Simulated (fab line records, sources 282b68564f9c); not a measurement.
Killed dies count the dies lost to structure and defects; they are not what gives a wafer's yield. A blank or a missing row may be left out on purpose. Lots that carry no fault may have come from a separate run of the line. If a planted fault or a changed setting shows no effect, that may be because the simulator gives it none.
fab line records    flow rit-cmos
[record] lots = 7  wafers = 21  last-day = 7
route steps=202 shown GATE@77 FOX2@80
lots that met no fault: taken from a fault-free run of the same line
start-h: hours from the record's opening day to when the first of the lot's shown wafers began    wait-h: hours from the lot's prior step to this one    " repeats the value in the row above    L1.1+2: one row covering several wafers at once    - no value, or no start given    * or withheld: withheld    < > ~ a bound
route shown NAME@n: NAME is a module with steps in the file, n the number in the route of the first one    usual: average and standard deviation across the fault-free wafers    same: alike in all rows    chamber/n: place in a boat    sites: readings site by site    _std_site: the values' standard deviation    _edge_site: the outer-site mean with the inner-site mean subtracted    radius-mm: for every site, how far away it sits from the centre of the wafer    mask NAME#n: copy n    behind: the most recent tool/chamber to have shaped the wafer    hold: why the lot went on hold/how many hours it stayed there/how the hold came to an end    device: transistor that didn't switch, given as n, p or np    end of line: at the end of the route, the tests of the same wafers    step lacking rows: just its recipe    killed: the dies lost at the first sort to structure and to defects; this is not the yield of the wafer    map: dies across one wafer; x = killed, . = not, _ = none there
set.NAME: the setting the step ran with; set.NAME@STEP: the setting that earlier step ran with    model.NAME: the simulator's own value behind a step, which no gauge read
certain route steps with their lots: each step a table, each wafer a row
services: from which hour (start-h, from the record's first day; less than 0 if before it) a tool's chamber was out of use, for how many hours, and why
[[steps]]
[step RIT_GATE_CLEAN_02]
[recipe] chemistry = dHF  dilution = 50:1  time-s = 30
[step RIT_GATE_CLEAN_03]
[recipe] chemistry = SC2  mix = 3:3:50  time-s = 600  temp-c = 75  dry = n2-spin
[step RIT_GATE_CLEAN_04]
[recipe] chemistry = dHF  dilution = 50:1  time-s = 60  dry = n2-spin
[step RIT_FOX2_THK_MEAS_91]
[recipe] reads = SiO2_of_FOX2_OXIDATION_00
[usual] FIELD_OXIDE_LEFT_2_THK = 257/6.4
lot.wafer  tool           chamber  start-h  wait-h  FIELD_OXIDE_LEFT_2_THK[nm]
L934.1     film-metro-04  -        33.29    0.0     260
L934.4     "              -        "        "       257
L934.5     "              -        "        "       252
L940.1     film-metro-01  -        69.98    0.0     254
L940.2     "              -        "        "       256
L940.5     "              -        "        "       254
L941.1     film-metro-01  -        71.15    0.0     263
L941.3     "              -        "        "       255
L941.4     "              -        "        "       258
L942.2     film-metro-03  -        75.48    0.0     243
L942.3     "              -        "        "       245
L942.5     "              -        "        "       244
L951.2     film-metro-01  -        117.85   0.0     266
L951.3     "              -        "        "       262
L951.5     "              -        "        "       266
L954.1     film-metro-01  -        131.57   0.0     259
L954.2     "              -        "        "       260
L954.4     "              -        "        "       257
L956.2     film-metro-01  -        144.04   0.0     262
L956.4     "              -        "        "       257
L956.5     "              -        "        "       256
[step RIT_GATE_OXIDATION_05]
[recipe] temp-c = 900  ambient = O2  target-thk-a = 30  ox-time-s = 270
[step RIT_GATE_ANNEAL_06]
[recipe] temp-c = 900  time-s = 600  ambient = N2O
[step RIT_GATE_THK_MEAS_07]
[recipe] reads = SiO2_of_GATE_OXIDATION_05
[usual] GATE_OXIDE_THK = 3.01/0.067
lot.wafer  tool           chamber  start-h  wait-h  GATE_OXIDE_THK[nm]
L934.1     film-metro-01  -        36.17    0.0     2.95
L934.4     "              -        "        "       2.94
L934.5     "              -        "        "       2.94
L940.1     film-metro-04  -        71.84    0.0     3.03
L940.2     "              -        "        "       3.02
L940.5     "              -        "        "       3.07
L941.1     film-metro-04  -        73.16    0.0     3.10
L941.3     "              -        "        "       3.13
L941.4     "              -        "        "       3.06
L942.2     film-metro-01  -        77.31    0.0     3.02
L942.3     "              -        "        "       3.10
L942.5     "              -        "        "       3.10
L951.2     film-metro-01  -        120.05   0.0     3.10
L951.3     "              -        "        "       3.04
L951.5     "              -        "        "       3.01
L954.1     film-metro-01  -        133.32   0.0     3.00
L954.2     "              -        "        "       2.95
L954.4     "              -        "        "       2.95
L956.2     film-metro-01  -        145.43   0.0     2.91
L956.4     "              -        "        "       3.02
L956.5     "              -        "        "       2.96
[step RIT_GATE_CVD_08]
[recipe] material = poly-Si  target-thk-nm = 250  temp-c = 610  precursor = SiH4  time-s = 2220  pressure-mtorr = 300  sih4-flow-sccm = 100
[step RIT_GATE_THK_MEAS_09]
[recipe] reads = poly-Si_of_GATE_CVD_08
[usual] GATE_POLY_THK = 250.0/2.9
lot.wafer  tool           chamber  start-h  wait-h  GATE_POLY_THK[nm]
L934.1     film-metro-01  -        37.84    0.0     243.2
L934.4     "              -        "        "       243.0
L934.5     "              -        "        "       242.3
L940.1     film-metro-01  -        73.51    0.0     250.7
L940.2     "              -        "        "       248.9
L940.5     "              -        "        "       251.5
L941.1     film-metro-01  -        75.13    0.0     245.9
L941.3     "              -        "        "       248.4
L941.4     "              -        "        "       248.0
L942.2     film-metro-01  -        78.99    0.0     254.2
L942.3     "              -        "        "       254.4
L942.5     "              -        "        "       253.9
L951.2     film-metro-01  -        122.53   0.0     252.5
L951.3     "              -        "        "       251.0
L951.5     "              -        "        "       251.4
L954.1     film-metro-01  -        135.15   0.0     251.2
L954.2     "              -        "        "       252.2
L954.4     "              -        "        "       253.1
L956.2     film-metro-04  -        147.10   0.0     252.6
L956.4     "              -        "        "       253.1
L956.5     "              -        "        "       252.3
[step RIT_GATE_HMDS_10]
[recipe] prime-time-s = 60  prime-temp-c = 140
[step RIT_GATE_COAT_11]
[recipe] resist = NOVOLAK  spin-rpm = 4250  resist-thk-nm = 857.1
[step RIT_GATE_SOFTBAKE_12]
[recipe] resist = NOVOLAK  temp-c = 90  time-s = 60
[step RIT_GATE_EXPOSE_13]
[recipe] mask-id = M6  na = 0.6  source-shape = conventional  sigma-outer = 0.6  target-cd-nm = 150  dose-mj = 380
[usual] exposure-dose-mJ-cm2 = 380.8/0.37  focus-offset-nm = 0.1/0.56
lot.wafer  tool              chamber  start-h  wait-h  mask  exposure-dose-mJ-cm2  focus-offset-nm
L934.1     iline-stepper-01  0        38.35    0.1     M6#0  381.3                 0.5
L934.4     "                 0        "        "       M6#0  380.2                 0.3
L934.5     "                 0        "        "       M6#0  381.2                 -0.3
L940.1     iline-stepper-01  -        74.07    0.2     M6#0  -                     -
L940.2     "                 -        "        "       M6#0  -                     -
L940.5     "                 -        "        "       M6#0  -                     -
L941.1     iline-stepper-02  -        75.77    0.2     M6#0  -                     -
L941.3     "                 -        "        "       M6#0  -                     -
L941.4     "                 -        "        "       M6#0  -                     -
L942.2     iline-stepper-01  -        79.63    0.2     M6#0  -                     -
L942.3     "                 -        "        "       M6#0  -                     -
L942.5     "                 -        "        "       M6#0  -                     -
L951.2     iline-stepper-01  0        123.18   0.2     M6#0  380.6                 0.0
L951.3     "                 0        "        "       M6#0  380.2                 0.4
L951.5     "                 0        "        "       M6#0  380.1                 0.6
L954.1     iline-stepper-02  0        135.66   0.1     M6#0  381.0                 -0.1
L954.2     "                 0        "        "       M6#0  380.7                 1.0
L954.4     "                 0        "        "       M6#0  381.5                 0.5
L956.2     iline-stepper-02  0        147.75   0.2     M6#0  380.4                 -0.5
L956.4     "                 0        "        "       M6#0  380.9                 -0.2
L956.5     "                 0        "        "       M6#0  380.8                 -0.4
[step RIT_GATE_PEB_14]
[recipe] resist = NOVOLAK  temp-c = withheld  time-s = withheld
[[services]]
tool              chamber  start-h  hours  kind
iline-stepper-01  -        18.77    4.3    pm
iline-stepper-01  -        102.86   6.4    repair
iline-stepper-01  0        104.00   -      calibration
iline-stepper-01  -        143.84   4.4    pm
iline-stepper-02  0        146.77   -      calibration
[[key]]
[first-sign] step = RIT_GATE_EXPOSE_13  reading = tool-record  direction = missing
effect none on later readings
met-at RIT_GATE_EXPOSE_13
struck-wafers L940.1,L940.2,L940.5,L941.1,L941.3,L941.4,L942.2,L942.3,L942.5
later-rows-left-out L940.1,L940.2,L940.5,L941.1,L941.3,L941.4,L942.2,L942.3,L942.5
sort-left-out L940.1,L940.2,L940.5,L941.1,L941.3,L941.4,L942.2,L942.3,L942.5
tester-left-out L940,L941,L942
onset-between 38.35 74.07
[fault] kind = skipped-step-whole  tool = iline-stepper-01,iline-stepper-02  chamber = -  onset-h = 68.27  steps = RIT_GATE_EXPOSE_13  scope = struck-lots-only
// tester-left-out: of these lots the tester's yield and bins aren't shown, on N5 and GAA mostly nor the transistor test; their killed dies are dies lost to structure and defects alone, not to doping, threshold or leakage, so they don't give the yield
// sort-left-out: the simulated sort isn't trusted on such a fault, so these wafers' sort isn't shown, and their yield isn't known
// later-rows-left-out: the simulator's readings of these wafers behind a module that went badly wrong aren't trusted and aren't shown, but for the sort
